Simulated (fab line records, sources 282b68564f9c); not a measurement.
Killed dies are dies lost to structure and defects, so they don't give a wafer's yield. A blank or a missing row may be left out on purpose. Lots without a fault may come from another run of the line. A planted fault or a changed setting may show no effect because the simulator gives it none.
One fault seen from 2 desks | flow rit_cmos | each desk has only its own numbers; what lay behind them comes last

THE METROLOGY DESK
What the gauges read, lot by lot, whatever tool the lot ran on: means of the sampled wafers that have a number. A lot is out of limits, marked OUT, if its mean lies more than 4 standard deviations from the usual mean; the brackets give that distance.
Columns: A = PWELL_RS at RIT_WELLDRIVE_RS_MEAS_02, usual 429.7 ohm/sq; B = GATE_POLY_THK at RIT_GATE_THK_MEAS_09, usual 249.1 nm
lot  | first seen here | A     | B
L458 | day 2 11:14     | 430.2 | 245.5
L459 | day 2 14:10     | 428.9 | 248.9
L460 | day 2 18:56     | 430.9 | 245.7
L461 | day 3 00:03     | 428.9 | 252.5
L462 | day 3 07:12     | 429.4 | 250.7
L464 | day 3 15:58     | 427.2 | 250.4
L465 | day 3 20:34     | 429.2 | 247.5
L466 | day 4 02:14     | 429.9 | 246.8
L468 | day 4 11:32     | 431.5 | 249.1
L470 | day 4 20:52     | 428.7 | 250.1
L475 | day 6 01:41     | 431.3 | 251.2
L477 | day 6 13:20     | 429.4 | 249.9
L478 | day 6 18:26     | 430.3 | 249.8
L479 | day 6 20:49     | 428.1 | 249.0
L480 | day 7 01:04     | 430.5 | 247.5
This desk's finding: nothing out of limits on any of the 15 lots.

THE TOOL OWNER'S DESK: wet_bench-04
The tool's own readings at RIT_ACTIVE_CLEAN_15 (cleans in SC1, time 600 s): means of the sampled wafers that have a number, for each lot that ran on this tool. A lot is out of limits, marked OUT, if its mean lies more than 4 standard deviations from the usual mean; the brackets give that distance.
Columns: A = run_length_s at RIT_ACTIVE_CLEAN_15, usual 628 s; B = temp_c at RIT_ACTIVE_CLEAN_15, usual 75.01 C
lot  | first seen here | A              | B
L458 | day 1 22:31     | 626            | 75.07
L461 | day 2 11:15     | 627            | 74.91
L462 | day 2 17:24     | 627            | 74.88
L466 | day 3 12:36     | 626            | 74.95
L468 | day 3 22:08     | 628            | 75.02
L475 | day 5 09:08     | 599 (-8.5) OUT | 75.05
L477 | day 5 21:53     | 600 (-8.2) OUT | 74.95
L478 | day 6 01:34     | 600 (-8.2) OUT | 75.17
This desk's finding: out of limits on L475, L477, L478; first on L475, day 5 09:08 (run_length_s at RIT_ACTIVE_CLEAN_15). In limits: L458, L461, L462, L466, L468.

PUT TOGETHER
The tool owner's desk could have raised an alarm at day 5 09:08, on L475, L477, L478.
The metrology desk saw nothing out of limits.
The metrology desk has L475, L477, L478 on record, within its limits.
Of the lots named, all ran RIT_ACTIVE_CLEAN_15 on wet_bench-04.

WHAT THE SIMULATOR HAD PUT IN
Process parameter drift: wet_bench-04, from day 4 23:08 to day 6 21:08, at RIT_ACTIVE_CLEAN_15. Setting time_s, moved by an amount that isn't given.
Lots struck among those shown: L475, L477, L478.
Hours from the fault's start to each desk's first reading out of limits: the tool owner's desk, 10.
